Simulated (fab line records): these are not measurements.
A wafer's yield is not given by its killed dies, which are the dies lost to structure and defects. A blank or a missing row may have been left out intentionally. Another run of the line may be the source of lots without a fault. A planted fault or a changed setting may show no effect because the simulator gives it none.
Code-filled problem report in 8D (eight disciplines) form	flow rit-cmos	the parts of the form that need people (team, actions taken, sign-off) are left out

1. PROBLEM STATEMENT
At RIT_PSD_SOFTBAKE_02, run-length-s averages 86.76 s over 6 wafers from 2 lots, while fault-free wafers read 89.12 s, standard deviation 0.28. Relative to the usual mean, that is a shift of -8.4 standard deviations.
The step: time 60 s.
The first sign was on wafer L573.1 at day 6 13:12, on litho-track-03. The record holds 42 wafers of 14 lots with a number at this step. Rule for "out" (also "out of limits"): further than 4 standard deviations from the usual mean. The rest of the wafers with a number are treated as sound.

2. WHAT IT IS AND WHAT IT IS NOT
question	is	is not
which readings at this step	run-length-s, heater-power-total-W	chill-plate-temp-C
which lots	L573, L574	L557, L558, L559, L560, L561, L562, L564, L565, L566, L567, L578, L579
which wafers of those lots	all that have a number	-
read on which tools	litho-track-03	litho-track-02, litho-track-04
when	from day 6 13:12	up to then (30 sound wafers); but 6 sound wafers of L578, L579 came after

3. SUSPECTS, AND WHAT RULES EACH OUT
Counting: any tool at a process step up to the reading is kept as a suspect provided that every lot that is out went through it and no sound lot did after the first of them.
- litho-track-03 at RIT_PSD_SOFTBAKE_02 (time 60 s): kept. Every lot that is out went through it, starting with L573 (day 6 13:12), and after that it ran no sound lot; the last sound lot it ran before then is L566 (day 5 03:16). Its own readings are out on those wafers: heater-power-total-W, run-length-s.
Remaining after the count: litho-track-03 at RIT_PSD_SOFTBAKE_02.

4. THE CAUSE (what the simulator had put in)
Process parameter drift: litho-track-03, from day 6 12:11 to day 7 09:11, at RIT_PSD_SOFTBAKE_02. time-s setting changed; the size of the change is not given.
After counting, this tool was the only one left.

5. SEQUENCE OF EFFECTS, ordered by route
Rows list readings where the struck wafers' mean (over those with a number) sits beyond 3 standard deviations from the usual. Only readings for which the record gives a usual standard deviation are gone through. hours: the time from each lot's start at the first step in this table that gives one to its start at this step, as a median over the lots. sigmas: the change in usual standard deviations.
hours	step	reading	usual	on struck wafers	change	sigmas
0	RIT_PSD_SOFTBAKE_02	heater-power-total-W	34.56 W	34.95	+0.39	+7.6
0	RIT_PSD_SOFTBAKE_02	run-length-s	89.12 s	86.76	-2.36	-8.4
The process steps in it:
- RIT_PSD_SOFTBAKE_02: time 60 s.

6. WHAT WOULD HAVE CAUGHT IT SOONER
In this record the first reading out of limits was taken at day 6 13:12, 1 hour after the fault began at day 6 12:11.
